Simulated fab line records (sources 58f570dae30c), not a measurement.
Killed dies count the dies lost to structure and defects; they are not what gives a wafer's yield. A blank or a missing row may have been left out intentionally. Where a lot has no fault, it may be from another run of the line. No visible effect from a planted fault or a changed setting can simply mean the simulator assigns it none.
fab line records / flow berkeley-cmos170
record lots=14 wafers=41 last-day=12
route steps=331 shown M2@289
lots untouched by any fault: they come from a run of this same line in which no faults occurred
start-h: hours from the record's opening day to when the first of the lot's shown wafers began / wait-h: how many hours have passed since the lot's step before this one / " unchanged from the row above / L1.1+2: a single row standing in for several wafers / - no value, or no start given / * or withheld: withheld / < > ~ a bound
route shown NAME@n: NAME is a module with steps in the file, n the number in the route of the first one / usual: the fault-free wafers' mean and standard deviation / same: alike in all rows / chamber/n: place in a boat / sites: readings site by site / _std_site: the values' standard deviation / _edge_site: the outer-site mean with the inner-site mean subtracted / radius-mm: how far each site lies from the wafer's centre / mask NAME#n: copy n / behind: the last tool/chamber to shape the wafer / hold: why the lot was held/for how many hours/how that ended / device: which transistor (n, p or np) failed to switch / end of line: the route-end tests of the same wafers / where a step has no rows: the recipe by itself / killed: at the first sort, the dies lost to defects and structure; wafer yield is something else / map: a wafer's dies, x killed, . not, _ none there
set.NAME: the run value of the setting; set.NAME@STEP: its run value at that earlier step / model.NAME: the simulator's own value behind a step, which no gauge read
a sample of lots followed through the steps of the route, with each step as a table and each wafer as a row
services: from which hour (start-h, from the record's first day; less than 0 if before it) a tool's chamber was out of use, for how many hours, and why
## steps
# step UCB170_M2_METAL_ETCH_18
# recipe chemistry=Cl2/BCl3 target=Al stop-on=SiO2 pressure-mtorr=12 target-depth-a=11700 over-etch-frac=0.3 time-s=195 icp-w=600 bias-w=120 Cl2_flow_sccm=90 bcl3-flow-sccm=45
# usual drypump-motor-current-A=5.7/0.33 oes-product-au=0.847/0.02 throttle-valve-pct=24.57/0.19
lot.wafer=L994.2 tool=rie-metal-03 chamber=0 start-h=145.81 wait-h=- drypump-motor-current-A=5.8 oes-product-au=0.837 rf-hours-counter-h=0 throttle-valve-pct=24.62
lot.wafer=L994.3 tool=rie-metal-03 chamber=0 start-h=145.81 wait-h=- drypump-motor-current-A=5.9 oes-product-au=0.834 rf-hours-counter-h=- throttle-valve-pct=24.62
lot.wafer=L994.6 tool=rie-metal-03 chamber=1 start-h=145.81 wait-h=- drypump-motor-current-A=5.5 oes-product-au=0.866 rf-hours-counter-h=- throttle-valve-pct=24.49
lot.wafer=L995.1 tool=rie-metal-04 chamber=1 start-h=157.42 wait-h=- drypump-motor-current-A=6.0 oes-product-au=0.847 rf-hours-counter-h=8 throttle-valve-pct=24.55
lot.wafer=L995.2 tool=rie-metal-04 chamber=0 start-h=157.42 wait-h=- drypump-motor-current-A=5.2 oes-product-au=0.860 rf-hours-counter-h=3 throttle-valve-pct=24.93
lot.wafer=L995.4 tool=rie-metal-04 chamber=1 start-h=157.42 wait-h=- drypump-motor-current-A=6.0 oes-product-au=0.838 rf-hours-counter-h=- throttle-valve-pct=24.53
lot.wafer=L996.1 tool=rie-metal-01 chamber=1 start-h=158.84 wait-h=- drypump-motor-current-A=5.6 oes-product-au=0.886 rf-hours-counter-h=8 throttle-valve-pct=24.36
lot.wafer=L996.3 tool=rie-metal-01 chamber=0 start-h=158.84 wait-h=- drypump-motor-current-A=6.1 oes-product-au=0.839 rf-hours-counter-h=- throttle-valve-pct=24.40
lot.wafer=L996.6 tool=rie-metal-01 chamber=1 start-h=158.84 wait-h=- drypump-motor-current-A=5.6 oes-product-au=0.882 rf-hours-counter-h=- throttle-valve-pct=24.36
lot.wafer=L997.1 tool=rie-metal-04 chamber=0 start-h=170.53 wait-h=- drypump-motor-current-A=5.1 oes-product-au=0.854 rf-hours-counter-h=3 throttle-valve-pct=24.94
lot.wafer=L997.2 tool=rie-metal-04 chamber=1 start-h=170.53 wait-h=- drypump-motor-current-A=6.0 oes-product-au=0.840 rf-hours-counter-h=8 throttle-valve-pct=24.56
lot.wafer=L997.6 tool=rie-metal-04 chamber=0 start-h=170.53 wait-h=- drypump-motor-current-A=5.2 oes-product-au=0.857 rf-hours-counter-h=- throttle-valve-pct=24.94
lot.wafer=L998.3 tool=rie-metal-03 chamber=0 start-h=170.97 wait-h=- drypump-motor-current-A=5.9 oes-product-au=0.828 rf-hours-counter-h=- throttle-valve-pct=24.61
lot.wafer=L998.4 tool=rie-metal-03 chamber=0 start-h=170.97 wait-h=- drypump-motor-current-A=5.9 oes-product-au=0.837 rf-hours-counter-h=- throttle-valve-pct=24.62
lot.wafer=L998.6 tool=rie-metal-03 chamber=0 start-h=170.97 wait-h=- drypump-motor-current-A=5.9 oes-product-au=0.834 rf-hours-counter-h=- throttle-valve-pct=24.61
lot.wafer=L999.2 tool=rie-metal-01 chamber=0 start-h=181.09 wait-h=- drypump-motor-current-A=6.2 oes-product-au=0.823 rf-hours-counter-h=9 throttle-valve-pct=24.42
lot.wafer=L999.3 tool=rie-metal-01 chamber=0 start-h=181.09 wait-h=- drypump-motor-current-A=6.1 oes-product-au=0.823 rf-hours-counter-h=- throttle-valve-pct=24.41
lot.wafer=L999.4 tool=rie-metal-01 chamber=1 start-h=181.09 wait-h=- drypump-motor-current-A=5.6 oes-product-au=0.880 rf-hours-counter-h=- throttle-valve-pct=24.35
lot.wafer=L106.3 tool=rie-metal-03 chamber=1 start-h=220.82 wait-h=- drypump-motor-current-A=5.5 oes-product-au=0.826 rf-hours-counter-h=- throttle-valve-pct=24.49
lot.wafer=L106.5 tool=rie-metal-03 chamber=0 start-h=220.82 wait-h=- drypump-motor-current-A=5.8 oes-product-au=0.820 rf-hours-counter-h=- throttle-valve-pct=24.61
lot.wafer=L106.6 tool=rie-metal-03 chamber=1 start-h=220.82 wait-h=- drypump-motor-current-A=5.5 oes-product-au=0.822 rf-hours-counter-h=- throttle-valve-pct=24.48
lot.wafer=L108.3 tool=rie-metal-01 chamber=1 start-h=229.63 wait-h=- drypump-motor-current-A=5.6 oes-product-au=0.886 rf-hours-counter-h=- throttle-valve-pct=24.34
lot.wafer=L108.4 tool=rie-metal-01 chamber=0 start-h=229.63 wait-h=- drypump-motor-current-A=6.1 oes-product-au=0.835 rf-hours-counter-h=- throttle-valve-pct=24.40
lot.wafer=L110.2 tool=rie-metal-03 chamber=0 start-h=231.20 wait-h=- drypump-motor-current-A=5.9 oes-product-au=0.836 rf-hours-counter-h=3 throttle-valve-pct=24.64
lot.wafer=L110.3 tool=rie-metal-03 chamber=0 start-h=231.20 wait-h=- drypump-motor-current-A=5.9 oes-product-au=0.840 rf-hours-counter-h=- throttle-valve-pct=24.63
lot.wafer=L110.5 tool=rie-metal-03 chamber=0 start-h=231.20 wait-h=- drypump-motor-current-A=5.9 oes-product-au=0.840 rf-hours-counter-h=- throttle-valve-pct=24.62
lot.wafer=L111.1 tool=rie-metal-01 chamber=1 start-h=257.26 wait-h=- drypump-motor-current-A=5.6 oes-product-au=0.891 rf-hours-counter-h=11 throttle-valve-pct=24.35
lot.wafer=L111.5 tool=rie-metal-01 chamber=1 start-h=257.26 wait-h=- drypump-motor-current-A=5.6 oes-product-au=0.900 rf-hours-counter-h=- throttle-valve-pct=24.35
lot.wafer=L111.6 tool=rie-metal-01 chamber=0 start-h=257.26 wait-h=- drypump-motor-current-A=6.1 oes-product-au=0.836 rf-hours-counter-h=- throttle-valve-pct=24.40
lot.wafer=L113.2 tool=rie-metal-03 chamber=0 start-h=259.75 wait-h=- drypump-motor-current-A=5.8 oes-product-au=0.833 rf-hours-counter-h=4 throttle-valve-pct=24.61
lot.wafer=L113.4 tool=rie-metal-03 chamber=0 start-h=259.75 wait-h=- drypump-motor-current-A=5.8 oes-product-au=0.836 rf-hours-counter-h=- throttle-valve-pct=24.62
lot.wafer=L113.6 tool=rie-metal-03 chamber=0 start-h=259.75 wait-h=- drypump-motor-current-A=5.9 oes-product-au=0.833 rf-hours-counter-h=- throttle-valve-pct=24.60
lot.wafer=L114.2 tool=rie-metal-04 chamber=0 start-h=259.83 wait-h=- drypump-motor-current-A=5.2 oes-product-au=0.857 rf-hours-counter-h=5 throttle-valve-pct=24.94
lot.wafer=L114.4 tool=rie-metal-04 chamber=1 start-h=259.83 wait-h=- drypump-motor-current-A=6.0 oes-product-au=0.852 rf-hours-counter-h=- throttle-valve-pct=24.55
lot.wafer=L114.6 tool=rie-metal-04 chamber=1 start-h=259.83 wait-h=- drypump-motor-current-A=6.0 oes-product-au=0.839 rf-hours-counter-h=- throttle-valve-pct=24.55
lot.wafer=L117.2 tool=rie-metal-04 chamber=1 start-h=276.34 wait-h=- drypump-motor-current-A=6.0 oes-product-au=0.844 rf-hours-counter-h=11 throttle-valve-pct=24.55
lot.wafer=L117.5 tool=rie-metal-04 chamber=1 start-h=276.34 wait-h=- drypump-motor-current-A=6.0 oes-product-au=0.842 rf-hours-counter-h=- throttle-valve-pct=24.55
lot.wafer=L117.6 tool=rie-metal-04 chamber=0 start-h=276.34 wait-h=- drypump-motor-current-A=5.2 oes-product-au=0.854 rf-hours-counter-h=- throttle-valve-pct=24.93
lot.wafer=L116.1 tool=rie-metal-03 chamber=1 start-h=276.58 wait-h=- drypump-motor-current-A=5.5 oes-product-au=0.841 rf-hours-counter-h=2 throttle-valve-pct=24.48
lot.wafer=L116.4 tool=rie-metal-03 chamber=1 start-h=276.58 wait-h=- drypump-motor-current-A=5.5 oes-product-au=0.830 rf-hours-counter-h=- throttle-valve-pct=24.48
lot.wafer=L116.5 tool=rie-metal-03 chamber=0 start-h=276.58 wait-h=- drypump-motor-current-A=5.9 oes-product-au=0.837 rf-hours-counter-h=- throttle-valve-pct=24.60
# step UCB170_M2_STRIP_19
# recipe chemistry=O2 power-w=400 pressure-mtorr=3500 platen-temp-c=withheld o2-flow-sccm=400 overash-fraction=0.5
# usual drypump-motor-current-A=5.9/0.62 oes-product-au=0.549/0.0083
lot.wafer=L994.2 tool=plasma-asher-02 chamber=0 start-h=146.00 wait-h=0.1 drypump-motor-current-A=5.8 oes-product-au=0.549 rf-hours-counter-h=4
lot.wafer=L994.3 tool=plasma-asher-02 chamber=0 start-h=146.00 wait-h=0.1 drypump-motor-current-A=5.8 oes-product-au=0.542 rf-hours-counter-h=-
lot.wafer=L994.6 tool=plasma-asher-02 chamber=1 start-h=146.00 wait-h=0.1 drypump-motor-current-A=6.2 oes-product-au=0.547 rf-hours-counter-h=-
lot.wafer=L995.1 tool=plasma-asher-04 chamber=1 start-h=157.61 wait-h=0.1 drypump-motor-current-A=5.0 oes-product-au=0.542 rf-hours-counter-h=34
lot.wafer=L995.2 tool=plasma-asher-04 chamber=0 start-h=157.61 wait-h=0.1 drypump-motor-current-A=5.2 oes-product-au=0.554 rf-hours-counter-h=34
lot.wafer=L995.4 tool=plasma-asher-04 chamber=0 start-h=157.61 wait-h=0.1 drypump-motor-current-A=5.2 oes-product-au=0.559 rf-hours-counter-h=-
lot.wafer=L996.1 tool=plasma-asher-04 chamber=1 start-h=159.03 wait-h=0.1 drypump-motor-current-A=4.9 oes-product-au=0.548 rf-hours-counter-h=34
lot.wafer=L996.3 tool=plasma-asher-04 chamber=0 start-h=159.03 wait-h=0.1 drypump-motor-current-A=5.2 oes-product-au=0.545 rf-hours-counter-h=-
lot.wafer=L996.6 tool=plasma-asher-04 chamber=1 start-h=159.03 wait-h=0.1 drypump-motor-current-A=4.9 oes-product-au=0.562 rf-hours-counter-h=-
lot.wafer=L997.1 tool=plasma-asher-04 chamber=0 start-h=170.72 wait-h=0.1 drypump-motor-current-A=5.2 oes-product-au=0.559 rf-hours-counter-h=36
lot.wafer=L997.2 tool=plasma-asher-04 chamber=1 start-h=170.72 wait-h=0.1 drypump-motor-current-A=4.9 oes-product-au=0.556 rf-hours-counter-h=36
lot.wafer=L997.6 tool=plasma-asher-04 chamber=1 start-h=170.72 wait-h=0.1 drypump-motor-current-A=4.9 oes-product-au=0.549 rf-hours-counter-h=-
lot.wafer=L998.3 tool=plasma-asher-03 chamber=0 start-h=171.25 wait-h=0.2 drypump-motor-current-A=6.2 oes-product-au=0.536 rf-hours-counter-h=-
lot.wafer=L998.4 tool=plasma-asher-03 chamber=1 start-h=171.25 wait-h=0.2 drypump-motor-current-A=6.8 oes-product-au=0.533 rf-hours-counter-h=-
lot.wafer=L998.6 tool=plasma-asher-03 chamber=1 start-h=171.25 wait-h=0.2 drypump-motor-current-A=6.7 oes-product-au=0.537 rf-hours-counter-h=-
lot.wafer=L999.2 tool=plasma-asher-03 chamber=1 start-h=181.28 wait-h=0.1 drypump-motor-current-A=6.8 oes-product-au=0.542 rf-hours-counter-h=48
lot.wafer=L999.3 tool=plasma-asher-03 chamber=0 start-h=181.28 wait-h=0.1 drypump-motor-current-A=6.3 oes-product-au=0.542 rf-hours-counter-h=-
lot.wafer=L999.4 tool=plasma-asher-03 chamber=1 start-h=181.28 wait-h=0.1 drypump-motor-current-A=6.8 oes-product-au=0.563 rf-hours-counter-h=-
lot.wafer=L106.3 tool=plasma-asher-02 chamber=0 start-h=220.98 wait-h=0.1 drypump-motor-current-A=5.9 oes-product-au=0.554 rf-hours-counter-h=-
lot.wafer=L106.5 tool=plasma-asher-02 chamber=0 start-h=220.98 wait-h=0.1 drypump-motor-current-A=5.9 oes-product-au=0.533 rf-hours-counter-h=-
lot.wafer=L106.6 tool=plasma-asher-02 chamber=1 start-h=220.98 wait-h=0.1 drypump-motor-current-A=6.1 oes-product-au=0.554 rf-hours-counter-h=-
lot.wafer=L108.3 tool=plasma-asher-03 chamber=1 start-h=229.79 wait-h=0.1 drypump-motor-current-A=6.8 oes-product-au=0.333 rf-hours-counter-h=-
lot.wafer=L108.4 tool=plasma-asher-03 chamber=0 start-h=229.79 wait-h=0.1 drypump-motor-current-A=6.2 oes-product-au=0.549 rf-hours-counter-h=-
lot.wafer=L110.2 tool=plasma-asher-02 chamber=1 start-h=231.39 wait-h=0.1 drypump-motor-current-A=6.2 oes-product-au=0.552 rf-hours-counter-h=11
lot.wafer=L110.3 tool=plasma-asher-02 chamber=1 start-h=231.39 wait-h=0.1 drypump-motor-current-A=6.2 oes-product-au=0.532 rf-hours-counter-h=-
lot.wafer=L110.5 tool=plasma-asher-02 chamber=1 start-h=231.39 wait-h=0.1 drypump-motor-current-A=6.2 oes-product-au=0.548 rf-hours-counter-h=-
lot.wafer=L111.1 tool=plasma-asher-02 chamber=1 start-h=257.45 wait-h=0.1 drypump-motor-current-A=6.1 oes-product-au=0.320 rf-hours-counter-h=14
lot.wafer=L111.5 tool=plasma-asher-02 chamber=1 start-h=257.45 wait-h=0.1 drypump-motor-current-A=6.2 oes-product-au=0.326 rf-hours-counter-h=-
lot.wafer=L111.6 tool=plasma-asher-02 chamber=0 start-h=257.45 wait-h=0.1 drypump-motor-current-A=5.8 oes-product-au=0.542 rf-hours-counter-h=-
lot.wafer=L113.2 tool=plasma-asher-02 chamber=1 start-h=259.94 wait-h=0.1 drypump-motor-current-A=6.2 oes-product-au=0.555 rf-hours-counter-h=14
lot.wafer=L113.4 tool=plasma-asher-02 chamber=0 start-h=259.94 wait-h=0.1 drypump-motor-current-A=5.8 oes-product-au=0.545 rf-hours-counter-h=-
lot.wafer=L113.6 tool=plasma-asher-02 chamber=1 start-h=259.94 wait-h=0.1 drypump-motor-current-A=6.1 oes-product-au=0.539 rf-hours-counter-h=-
lot.wafer=L114.2 tool=plasma-asher-03 chamber=1 start-h=260.02 wait-h=0.1 drypump-motor-current-A=6.8 oes-product-au=0.551 rf-hours-counter-h=56
lot.wafer=L114.4 tool=plasma-asher-03 chamber=0 start-h=260.02 wait-h=0.1 drypump-motor-current-A=6.2 oes-product-au=0.555 rf-hours-counter-h=-
lot.wafer=L114.6 tool=plasma-asher-03 chamber=1 start-h=260.02 wait-h=0.1 drypump-motor-current-A=6.7 oes-product-au=0.550 rf-hours-counter-h=-
lot.wafer=L117.2 tool=plasma-asher-04 chamber=0 start-h=276.52 wait-h=0.1 drypump-motor-current-A=5.2 oes-product-au=0.553 rf-hours-counter-h=47
lot.wafer=L117.5 tool=plasma-asher-04 chamber=1 start-h=276.52 wait-h=0.1 drypump-motor-current-A=4.9 oes-product-au=0.555 rf-hours-counter-h=-
lot.wafer=L117.6 tool=plasma-asher-04 chamber=0 start-h=276.52 wait-h=0.1 drypump-motor-current-A=5.2 oes-product-au=0.554 rf-hours-counter-h=-
lot.wafer=L116.1 tool=plasma-asher-02 chamber=0 start-h=276.83 wait-h=0.2 drypump-motor-current-A=5.9 oes-product-au=0.554 rf-hours-counter-h=16
lot.wafer=L116.4 tool=plasma-asher-02 chamber=1 start-h=276.83 wait-h=0.2 drypump-motor-current-A=6.1 oes-product-au=0.553 rf-hours-counter-h=-
lot.wafer=L116.5 tool=plasma-asher-02 chamber=1 start-h=276.83 wait-h=0.2 drypump-motor-current-A=6.1 oes-product-au=0.532 rf-hours-counter-h=-
# step UCB170_M2_CD_MEAS_90
# recipe target-cd-nm=700
# usual cd-nm=699.6/2.7
lot.wafer=L994.2 tool=cd-sem-01 chamber=- start-h=146.14 wait-h=0.1 cd-nm=697.7
lot.wafer=L994.3 tool=cd-sem-01 chamber=- start-h=146.14 wait-h=0.1 cd-nm=695.8
lot.wafer=L994.6 tool=cd-sem-01 chamber=- start-h=146.14 wait-h=0.1 cd-nm=698.4
lot.wafer=L995.1 tool=cd-sem-02 chamber=- start-h=157.71 wait-h=0.1 cd-nm=703.8
lot.wafer=L995.2 tool=cd-sem-02 chamber=- start-h=157.71 wait-h=0.1 cd-nm=701.5
lot.wafer=L995.4 tool=cd-sem-02 chamber=- start-h=157.71 wait-h=0.1 cd-nm=704.2
lot.wafer=L996.1 tool=cd-sem-01 chamber=- start-h=159.13 wait-h=0.1 cd-nm=700.9
lot.wafer=L996.3 tool=cd-sem-01 chamber=- start-h=159.13 wait-h=0.1 cd-nm=702.1
lot.wafer=L996.6 tool=cd-sem-01 chamber=- start-h=159.13 wait-h=0.1 cd-nm=699.0
lot.wafer=L997.1 tool=cd-sem-02 chamber=- start-h=170.82 wait-h=0.1 cd-nm=698.2
lot.wafer=L997.2 tool=cd-sem-02 chamber=- start-h=170.82 wait-h=0.1 cd-nm=695.8
lot.wafer=L997.6 tool=cd-sem-02 chamber=- start-h=170.82 wait-h=0.1 cd-nm=698.7
lot.wafer=L998.3 tool=cd-sem-02 chamber=- start-h=171.36 wait-h=0.1 cd-nm=697.5
lot.wafer=L998.4 tool=cd-sem-02 chamber=- start-h=171.36 wait-h=0.1 cd-nm=695.4
lot.wafer=L998.6 tool=cd-sem-02 chamber=- start-h=171.36 wait-h=0.1 cd-nm=694.9
lot.wafer=L999.2 tool=cd-sem-01 chamber=- start-h=181.40 wait-h=0.1 cd-nm=701.1
lot.wafer=L999.3 tool=cd-sem-01 chamber=- start-h=181.40 wait-h=0.1 cd-nm=702.5
lot.wafer=L999.4 tool=cd-sem-01 chamber=- start-h=181.40 wait-h=0.1 cd-nm=697.1
lot.wafer=L106.3 tool=cd-sem-01 chamber=- start-h=221.08 wait-h=0.1 cd-nm=698.6
lot.wafer=L106.5 tool=cd-sem-01 chamber=- start-h=221.08 wait-h=0.1 cd-nm=696.5
lot.wafer=L106.6 tool=cd-sem-01 chamber=- start-h=221.08 wait-h=0.1 cd-nm=697.6
lot.wafer=L108.3 tool=cd-sem-01 chamber=- start-h=229.89 wait-h=0.1 cd-nm=682.6
lot.wafer=L108.4 tool=cd-sem-01 chamber=- start-h=229.89 wait-h=0.1 cd-nm=697.9
lot.wafer=L110.2 tool=cd-sem-01 chamber=- start-h=231.51 wait-h=0.1 cd-nm=702.8
lot.wafer=L110.3 tool=cd-sem-01 chamber=- start-h=231.51 wait-h=0.1 cd-nm=700.2
lot.wafer=L110.5 tool=cd-sem-01 chamber=- start-h=231.51 wait-h=0.1 cd-nm=704.1
lot.wafer=L111.1 tool=cd-sem-02 chamber=- start-h=257.55 wait-h=0.1 cd-nm=684.1
lot.wafer=L111.5 tool=cd-sem-02 chamber=- start-h=257.55 wait-h=0.1 cd-nm=682.5
lot.wafer=L111.6 tool=cd-sem-02 chamber=- start-h=257.55 wait-h=0.1 cd-nm=700.6
lot.wafer=L113.2 tool=cd-sem-01 chamber=- start-h=260.06 wait-h=0.1 cd-nm=698.8
lot.wafer=L113.4 tool=cd-sem-01 chamber=- start-h=260.06 wait-h=0.1 cd-nm=702.2
lot.wafer=L113.6 tool=cd-sem-01 chamber=- start-h=260.06 wait-h=0.1 cd-nm=700.6
lot.wafer=L114.2 tool=cd-sem-02 chamber=- start-h=260.14 wait-h=0.1 cd-nm=703.3
lot.wafer=L114.4 tool=cd-sem-02 chamber=- start-h=260.14 wait-h=0.1 cd-nm=705.7
lot.wafer=L114.6 tool=cd-sem-02 chamber=- start-h=260.14 wait-h=0.1 cd-nm=702.9
lot.wafer=L117.2 tool=cd-sem-01 chamber=- start-h=276.81 wait-h=0.2 cd-nm=700.3
lot.wafer=L117.5 tool=cd-sem-01 chamber=- start-h=276.81 wait-h=0.2 cd-nm=702.6
lot.wafer=L117.6 tool=cd-sem-01 chamber=- start-h=276.81 wait-h=0.2 cd-nm=699.6
lot.wafer=L116.1 tool=cd-sem-01 chamber=- start-h=276.93 wait-h=0.1 cd-nm=696.9
lot.wafer=L116.4 tool=cd-sem-01 chamber=- start-h=276.93 wait-h=0.1 cd-nm=694.6
lot.wafer=L116.5 tool=cd-sem-01 chamber=- start-h=276.93 wait-h=0.1 cd-nm=696.4
## services
tool=rie-metal-03 chamber=0 start-h=122.94 hours=- kind=clean
tool=rie-metal-03 chamber=0 start-h=122.94 hours=19.4 kind=scheduled-down
tool=rie-metal-03 chamber=0 start-h=122.94 hours=19.4 kind=vent-cycle
tool=plasma-asher-02 chamber=- start-h=163.56 hours=12.4 kind=repair
tool=rie-metal-03 chamber=1 start-h=169.41 hours=- kind=clean
tool=rie-metal-03 chamber=1 start-h=169.41 hours=17.3 kind=scheduled-down
tool=rie-metal-03 chamber=1 start-h=169.41 hours=17.3 kind=vent-cycle
tool=plasma-asher-03 chamber=- start-h=192.85 hours=1.3 kind=repair
tool=plasma-asher-04 chamber=- start-h=209.00 hours=3.8 kind=repair
tool=plasma-asher-03 chamber=- start-h=218.75 hours=5.6 kind=repair
tool=plasma-asher-02 chamber=- start-h=239.67 hours=2.8 kind=pm
tool=rie-metal-01 chamber=- start-h=253.97 hours=0.4 kind=repair
## key
first-sign step=UCB170_M2_STRIP_19 reading=oes-product-au direction=down sigmas=27 usual=0.549 struck=0.326
effect step=UCB170_M2_CD_MEAS_90 reading=cd-nm direction=down sigmas=6.1 usual=699.6 struck=683.1
met-at UCB170_M2_METAL_ETCH_18
struck-lots L108,L111
struck-wafers L108.3,L111.1,L111.5
onset-between 181.09 229.63
fault kind=process-parameter-drift tool=rie-metal-01 chamber=1 onset-h=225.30 steps=UCB170_M2_METAL_ETCH_18 channel=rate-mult offset=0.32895 shape=step end-h=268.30
